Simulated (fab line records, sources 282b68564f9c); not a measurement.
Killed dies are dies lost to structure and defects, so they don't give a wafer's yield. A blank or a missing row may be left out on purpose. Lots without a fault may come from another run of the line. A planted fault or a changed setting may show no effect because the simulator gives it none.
fab line records | flow rit_cmos
record lots=5 wafers=15 last_day=7
route steps=202 shown PWELL@44 WELLDRIVE@50 NWELL@51 NRETRO@53 PRETRO@64 GATE@75
lots that met no fault: from a run of the same line without faults
start_h: hours from the record's first day to the start of the lot's first wafer shown | wait_h: hours since the lot's step before | " the same as in the row above | L1.1+2: a row that stands for several wafers | - no value, or no start given | * or withheld: withheld | < > ~ a bound
route shown NAME@n: a module of which the file shows steps, and the number in the route of the first | usual: mean/standard deviation of fault-free wafers | same: alike in all rows | chamber/n: place in a boat | sites: the reading at each site | _std_site: their standard deviation | _edge_site: outer sites' mean less inner sites' | radius_mm: how far each site lies from the wafer's centre | mask NAME#n: copy n | behind: the tool/chamber that last shaped the wafer | hold: why the lot was held/for how many hours/how that ended | device: the transistor (n, p or np) that didn't switch | end of line: the same wafers' tests at the end of the route | a step without rows: its recipe alone | killed: dies lost to structure and defects at the first sort, not the wafer's yield | map: a wafer's dies, x killed, . not, _ none there
set.NAME: the setting as run; set.NAME@STEP: as run at that earlier step | model.NAME: the simulator's own value behind a step, which no gauge read
lots at some steps of the route; a table a step, a row a wafer
services: from which hour (start_h, from the record's first day; less than 0 if before it) a tool's chamber was out of use, for how many hours, and why
## steps
# step RIT_PWELL_DEVELOP_05
# recipe resist=NOVOLAK develop_time_s=68 dev_temp_c=23
# step RIT_PWELL_OVL_MEAS_06
# usual PWELL_OVL=0.1/1.6
# columns lot.wafer tool chamber start_h wait_h PWELL_OVL[nm]
L390.1 overlay-02 - 22.78 - 3.6
L390.2 " - " " 3.5
L390.6 " - " " 4.0
L396.1 overlay-01 - 51.94 - -0.6
L396.4 " - " " 0.8
L396.5 " - " " 0.2
L398.1 overlay-02 - 61.80 - 1.4
L398.3 " - " " 1.4
L398.4 " - " " 0.9
L399.1 overlay-02 - 68.39 - 0.0
L399.2 " - " " -0.2
L399.5 " - " " 0.9
L413.4 overlay-01 - 137.23 - 3.0
L413.5 " - " " 2.0
L413.6 " - " " 3.7
# step RIT_PWELL_HARDBAKE_07
# recipe resist=NOVOLAK temp_c=140 time_s=120
# step RIT_PWELL_IMPLANT_08
# recipe species=B energy_kev=170 dose_cm2=7e+13 tilt_deg=7
# step RIT_PWELL_STRIP_09
# recipe chemistry=O2 time_s=180 resist=NOVOLAK platen_temp_c=withheld power_w=500 pressure_mtorr=4000 o2_flow_sccm=4000
# usual drypump_motor_current_A=5.6/0.57
# columns lot.wafer tool chamber start_h wait_h drypump_motor_current_A rf_hours_counter_h
L390.1 plasma_asher-03 0 23.22 0.1 4.7 39
L390.2 " 1 " " 6.1 39
L390.6 " 1 " " 6.1 -
L396.1 plasma_asher-02 1 52.37 0.1 5.9 41
L396.4 " 0 " " 5.5 -
L396.5 " 1 " " 5.8 -
L398.1 plasma_asher-03 1 62.24 0.1 6.1 43
L398.3 " 1 " " 6.1 -
L398.4 " 0 " " 4.7 -
L399.1 plasma_asher-03 0 68.82 0.1 4.7 44
L399.2 " 1 " " 6.1 44
L399.5 " 1 " " 6.1 -
L413.4 plasma_asher-03 1 137.71 0.1 6.1 -
L413.5 " 1 " " 6.1 -
L413.6 " 0 " " 4.7 -
# step RIT_PWELL_TW_MEAS_10
# usual PWELL_TW=955/4.5
# columns lot.wafer tool chamber start_h wait_h PWELL_TW
L390.1 film_metro-03 - 23.40 0.1 948
L390.2 " - " " 949
L390.6 " - " " 952
L396.1 film_metro-04 - 52.55 0.1 949
L396.4 " - " " 956
L396.5 " - " " 950
L398.1 film_metro-02 - 62.41 0.1 957
L398.3 " - " " 959
L398.4 " - " " 956
L399.1 film_metro-04 - 69.00 0.1 960
L399.2 " - " " 961
L399.5 " - " " 955
L413.4 film_metro-04 - 137.85 0.1 959
L413.5 " - " " 956
L413.6 " - " " 960
# step RIT_WELLDRIVE_ANNEAL_00
# recipe temp_c=1100 time_s=14700 ambient=N2
# step RIT_WELLDRIVE_RS_MEAS_01
# recipe thk_meas_gauge=four-point-probe
# usual NWELL_RS=275.8/0.91
# columns lot.wafer tool chamber start_h wait_h NWELL_RS[ohm/sq]
L390.1 film_metro-04 - 28.54 0.0 275.8
L390.2 " - " " 274.7
L390.6 " - " " 276.1
L396.1 film_metro-03 - 57.69 0.0 274.6
L396.4 " - " " 274.2
L396.5 " - " " 274.3
L398.1 film_metro-04 - 67.56 0.0 275.1
L398.3 " - " " 275.2
L398.4 " - " " 275.1
L399.1 film_metro-04 - 74.14 0.0 277.5
L399.2 " - " " 277.1
L399.5 " - " " 276.6
L413.4 film_metro-03 - 143.03 0.1 275.5
L413.5 " - " " 275.9
L413.6 " - " " 275.4
# step RIT_WELLDRIVE_RS_MEAS_02
# recipe thk_meas_gauge=four-point-probe
# usual PWELL_RS=429.5/1.4
# columns lot.wafer tool chamber start_h wait_h PWELL_RS[ohm/sq]
L390.1 film_metro-04 - 28.66 0.1 427.7
L390.2 " - " " 428.7
L390.6 " - " " 429.1
L396.1 film_metro-03 - 57.81 0.1 431.9
L396.4 " - " " 431.8
L396.5 " - " " 431.8
L398.1 film_metro-04 - 67.68 0.1 429.6
L398.3 " - " " 430.1
L398.4 " - " " 429.9
L399.1 film_metro-04 - 74.26 0.1 428.2
L399.2 " - " " 429.1
L399.5 " - " " 429.2
L413.4 film_metro-03 - 143.15 0.1 429.5
L413.5 " - " " 429.8
L413.6 " - " " 427.4
# step RIT_NRETRO_HMDS_00
# recipe prime_time_s=60 prime_temp_c=140
# step RIT_NRETRO_COAT_01
# recipe resist=NOVOLAK spin_rpm=2000 resist_thk_nm=1300
# step RIT_NRETRO_SOFTBAKE_02
# recipe resist=NOVOLAK temp_c=90 time_s=60
# step RIT_NRETRO_EXPOSE_03
# recipe mask_id=M4 na=0.57 target_cd_nm=43900 dose_mj=250
# columns lot.wafer tool chamber start_h wait_h mask
L390.1+2+6 iline_stepper-02 0 29.23 0.1 M4#0
L396.1+4+5 iline_stepper-01 0 58.56 0.2 M5#0
L398.1+3+4 iline_stepper-02 0 68.37 0.2 M4#0
L399.1+2+5 iline_stepper-01 0 74.96 0.2 M4#0
L413.4+5+6 iline_stepper-01 0 143.84 0.2 M4#0
# step RIT_NRETRO_PEB_04
# recipe resist=NOVOLAK temp_c=withheld time_s=withheld
# step RIT_NRETRO_DEVELOP_05
# recipe resist=NOVOLAK develop_time_s=68 dev_temp_c=23
# step RIT_NRETRO_OVL_MEAS_06
# usual NRETRO_OVL=-0.9/1.2
# columns lot.wafer tool chamber start_h wait_h NRETRO_OVL[nm]
L390.1 overlay-02 - 29.66 - 0.3
L390.2 " - " " -0.3
L390.6 " - " " -1.3
L396.1 overlay-01 - 58.99 - -
L396.4 " - " " -
L396.5 " - " " -
L398.1 overlay-01 - 68.80 - -1.6
L398.3 " - " " 0.0
L398.4 " - " " -0.5
L399.1 overlay-02 - 75.39 - -0.7
L399.2 " - " " -1.5
L399.5 " - " " -0.6
L413.4 overlay-02 - 144.23 - -0.1
L413.5 " - " " -0.9
L413.6 " - " " -1.0
# step RIT_NRETRO_HARDBAKE_07
# recipe resist=NOVOLAK temp_c=140 time_s=120
# step RIT_NRETRO_IMPLANT_08
# recipe species=P energy_kev=70.94 dose_cm2=1e+13 tilt_deg=7
# step RIT_NRETRO_STRIP_09
# recipe chemistry=O2 time_s=180 resist=NOVOLAK platen_temp_c=withheld power_w=500 pressure_mtorr=4000 o2_flow_sccm=4000
# usual drypump_motor_current_A=5.72/0.23
# columns lot.wafer tool chamber start_h wait_h drypump_motor_current_A rf_hours_counter_h
L390.1 plasma_asher-02 0 30.10 0.1 5.48 39
L390.2 " 1 " " 5.83 39
L390.6 " 1 " " 5.85 -
L396.1 plasma_asher-02 1 59.42 0.1 5.82 42
L396.4 " 1 " " 5.81 -
L396.5 " 0 " " 5.47 -
L398.1 plasma_asher-02 1 69.24 0.1 5.85 43
L398.3 " 1 " " 5.86 -
L398.4 " 0 " " 5.47 -
L399.1 plasma_asher-01 1 75.91 0.1 5.67 45
L399.2 " 0 " " 5.72 45
L399.5 " 1 " " 5.66 -
L413.4 plasma_asher-02 0 144.70 0.1 5.50 -
L413.5 " 1 " " 5.84 -
L413.6 " 0 " " 5.50 -
# step RIT_NRETRO_TW_MEAS_10
# usual NRETRO_TW=1056/6.2
# columns lot.wafer tool chamber start_h wait_h NRETRO_TW
L390.1 film_metro-02 - 30.27 0.1 1048
L390.2 " - " " 1051
L390.6 " - " " 1052
L396.1 film_metro-02 - 59.60 0.1 30
L396.4 " - " " 30
L396.5 " - " " 30
L398.1 film_metro-03 - 69.41 0.1 1064
L398.3 " - " " 1062
L398.4 " - " " 1065
L399.1 film_metro-01 - 76.09 0.1 1050
L399.2 " - " " 1054
L399.5 " - " " 1055
L413.4 film_metro-03 - 144.85 0.1 1053
L413.5 " - " " 1058
L413.6 " - " " 1057
# step RIT_PRETRO_HMDS_00
# recipe prime_time_s=60 prime_temp_c=140
# step RIT_PRETRO_COAT_01
# recipe resist=NOVOLAK spin_rpm=2000 resist_thk_nm=1300
# step RIT_PRETRO_SOFTBAKE_02
# recipe resist=NOVOLAK temp_c=90.42 time_s=60
# step RIT_PRETRO_EXPOSE_03
# recipe mask_id=M5 na=0.57 target_cd_nm=43700 dose_mj=250
# step RIT_PRETRO_PEB_04
# recipe resist=NOVOLAK temp_c=withheld time_s=withheld
# step RIT_PRETRO_DEVELOP_05
# recipe resist=NOVOLAK develop_time_s=68 dev_temp_c=23
# step RIT_PRETRO_OVL_MEAS_06
# usual PRETRO_OVL=-0.3/1.3
# columns lot.wafer tool chamber start_h wait_h PRETRO_OVL[nm]
L390.1 overlay-01 - 31.34 - -0.4
L390.2 " - " " -0.6
L390.6 " - " " 0.8
L396.1 overlay-01 - 60.66 - 1.2
L396.4 " - " " 0.6
L396.5 " - " " 1.0
L398.1 overlay-01 - 70.53 - -0.4
L398.3 " - " " -1.6
L398.4 " - " " -2.5
L399.1 overlay-01 - 77.11 - -0.7
L399.2 " - " " -0.8
L399.5 " - " " -0.2
L413.4 overlay-01 - 145.78 - -0.9
L413.5 " - " " -2.1
L413.6 " - " " -1.7
# step RIT_PRETRO_HARDBAKE_07
# recipe resist=NOVOLAK temp_c=140 time_s=120
# step RIT_PRETRO_IMPLANT_08
# recipe species=B energy_kev=45 dose_cm2=1.2e+13 tilt_deg=7
# step RIT_PRETRO_STRIP_09
# recipe chemistry=O2 time_s=180 resist=NOVOLAK platen_temp_c=withheld power_w=500 pressure_mtorr=4000 o2_flow_sccm=4000
# usual drypump_motor_current_A=5.7/0.4
# columns lot.wafer tool chamber start_h wait_h drypump_motor_current_A rf_hours_counter_h
L390.1 plasma_asher-04 1 31.77 0.1 6.1 20
L390.2 " 0 " " 5.5 20
L390.6 " 1 " " 6.2 -
L396.1 plasma_asher-01 0 61.10 0.1 5.7 43
L396.4 " 0 " " 5.7 -
L396.5 " 1 " " 5.7 -
L398.1 plasma_asher-04 1 70.97 0.1 6.2 25
L398.3 " 0 " " 5.5 -
L398.4 " 1 " " 6.2 -
L399.1 plasma_asher-01 1 77.55 0.1 5.6 45
L399.2 " 0 " " 5.7 45
L399.5 " 0 " " 5.7 -
L413.4 plasma_asher-03 0 146.26 0.1 4.8 -
L413.5 " 0 " " 4.7 -
L413.6 " 1 " " 6.1 -
# step RIT_PRETRO_TW_MEAS_10
# usual PRETRO_TW=476.1/2.5
# columns lot.wafer tool chamber start_h wait_h PRETRO_TW
L390.1 film_metro-04 - 31.95 0.1 479.6
L390.2 " - " " 475.8
L390.6 " - " " 476.1
L396.1 film_metro-04 - 61.27 0.1 1084.0
L396.4 " - " " 1088.6
L396.5 " - " " 1083.7
L398.1 film_metro-02 - 71.14 0.1 476.9
L398.3 " - " " 475.1
L398.4 " - " " 476.2
L399.1 film_metro-01 - 77.72 0.1 476.8
L399.2 " - " " 474.4
L399.5 " - " " 476.1
L413.4 film_metro-02 - 146.40 0.1 477.9
L413.5 " - " " 479.9
L413.6 " - " " 478.8
# step RIT_GATE_WET_ETCH_00
# recipe chemistry=BOE target=SiO2 target_depth_nm=56 time_s=60 dry=n2_spin dilution=10:1 temp_c=21.5
## services
# columns tool chamber start_h hours kind
iline_stepper-01 - 3.55 2.1 pm
iline_stepper-02 - 5.10 2.8 repair
iline_stepper-01 - 5.63 - consumable_replace:lamp
iline_stepper-01 - 16.82 1.7 pm
plasma_asher-03 - 36.07 1.1 repair
iline_stepper-02 - 48.99 1.7 pm
iline_stepper-01 - 105.04 1.3 repair
plasma_asher-01 - 108.75 9.0 pm
plasma_asher-01 0 108.75 9.0 vent_cycle
plasma_asher-01 1 108.75 9.0 vent_cycle
plasma_asher-01 0 117.75 - clean
plasma_asher-01 1 117.75 - clean
## key
first_sign step=RIT_NRETRO_EXPOSE_03 reading=mask direction=changed
effect step=RIT_NRETRO_OVL_MEAS_06 reading=NRETRO_OVL direction=missing
effect step=RIT_NRETRO_TW_MEAS_10 reading=NRETRO_TW direction=down sigmas=99+ usual=1056 struck=30
effect step=RIT_PRETRO_TW_MEAS_10 reading=PRETRO_TW direction=up sigmas=99+ usual=476.1 struck=1085.4
met_at RIT_NRETRO_EXPOSE_03
struck_wafers L396.1,L396.4,L396.5
sort_left_out L396.1,L396.4,L396.5
tester_left_out L396
fault kind=wrong_mask tool=any chamber=- onset_h=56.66 steps=RIT_NRETRO_EXPOSE_03 aux_copy=M5#0 scope=struck_lots_only
# tester_left_out: of these lots the tester's yield and bins aren't shown, on N5 and GAA mostly nor the transistor test; their killed dies are dies lost to structure and defects alone, not to doping, threshold or leakage, so they don't give the yield
# sort_left_out: the simulated sort isn't trusted on such a fault, so these wafers' sort isn't shown, and their yield isn't known
